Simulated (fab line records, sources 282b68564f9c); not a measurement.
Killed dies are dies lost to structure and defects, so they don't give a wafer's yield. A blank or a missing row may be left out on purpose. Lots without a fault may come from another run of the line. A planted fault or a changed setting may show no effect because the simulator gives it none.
Problem report in the 8D (eight disciplines) form, filled by code | flow rit_cmos | the parts of the form that need people (team, actions taken, sign-off) are left out

1. THE PROBLEM
heater_power_total_W at RIT_M1_SOFTBAKE_05 reads a mean of 35.60 W on 9 wafers of 3 lots; wafers without a fault read 34.57 W with a standard deviation of 0.051. That is +20 standard deviations from the usual mean.
The step: time 60 s.
First seen on wafer L718.2, day 6 11:17, on litho_track-04. The record holds 45 wafers of 15 lots with a number at this step. Rule for "out", or "out of limits": more than 4 standard deviations from the usual mean. The other wafers with a number count as sound.

2. WHAT IT IS AND WHAT IT IS NOT
question                    | is                                 | is not
which readings at this step | heater_power_total_W, plate_temp_C | -
which lots                  | L718, L720, L722                   | L703, L704, L705, L707, L708, L709, L712, L713, L714, L715, L716, L721
which wafers of those lots  | all that have a number             | -
read on which tools         | litho_track-04                     | litho_track-01, litho_track-02
when                        | from day 6 11:17                   | up to then (33 sound wafers); but 3 sound wafers of L721 came after

3. SUSPECTS, AND WHAT RULES EACH OUT
Counting: a tool at a process step up to the reading stays a suspect if it ran every lot that is out and no sound lot after the first of them.
- litho_track-04 at RIT_M1_SOFTBAKE_05 (time 60 s): kept. It ran every lot that is out, first L718 (day 6 11:17), and no sound lot after that; its last sound lot up to then is L716 (day 6 00:52). Its own readings are out on those wafers: heater_power_total_W, plate_temp_C.
Left after counting: litho_track-04 at RIT_M1_SOFTBAKE_05.

4. THE CAUSE (what the simulator had put in)
Process parameter drift: litho_track-04, from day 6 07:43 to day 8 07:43, at RIT_M1_SOFTBAKE_05. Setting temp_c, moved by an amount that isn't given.
Counting left only this tool.

5. THE CHAIN OF EFFECTS, in route order
Each row: a reading whose mean over the struck wafers that have a number lies more than 3 standard deviations from the usual. Only readings for which the record gives a usual standard deviation are gone through. hours: the time from each lot's start at the first step in this table that gives one to its start at this step, as a median over the lots. sigmas: the change in usual standard deviations.
hours | step               | reading              | usual   | on struck wafers | change | sigmas
0     | RIT_M1_SOFTBAKE_05 | heater_power_total_W | 34.57 W | 35.60            | +1.03  | +20
0     | RIT_M1_SOFTBAKE_05 | plate_temp_C         | 90.00 C | 92.00            | +2.00  | +15
The process steps in it:
- RIT_M1_SOFTBAKE_05: time 60 s.
Later measuring or inspecting steps at which every struck wafer that the step has a row for has a number for every such reading, and none has moved that far: RIT_M1_OVL_MEAS_10.

6. WHAT WOULD HAVE CAUGHT IT SOONER
In this record the first reading out of limits was taken at day 6 11:17, 4 hours after the fault began at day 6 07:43.
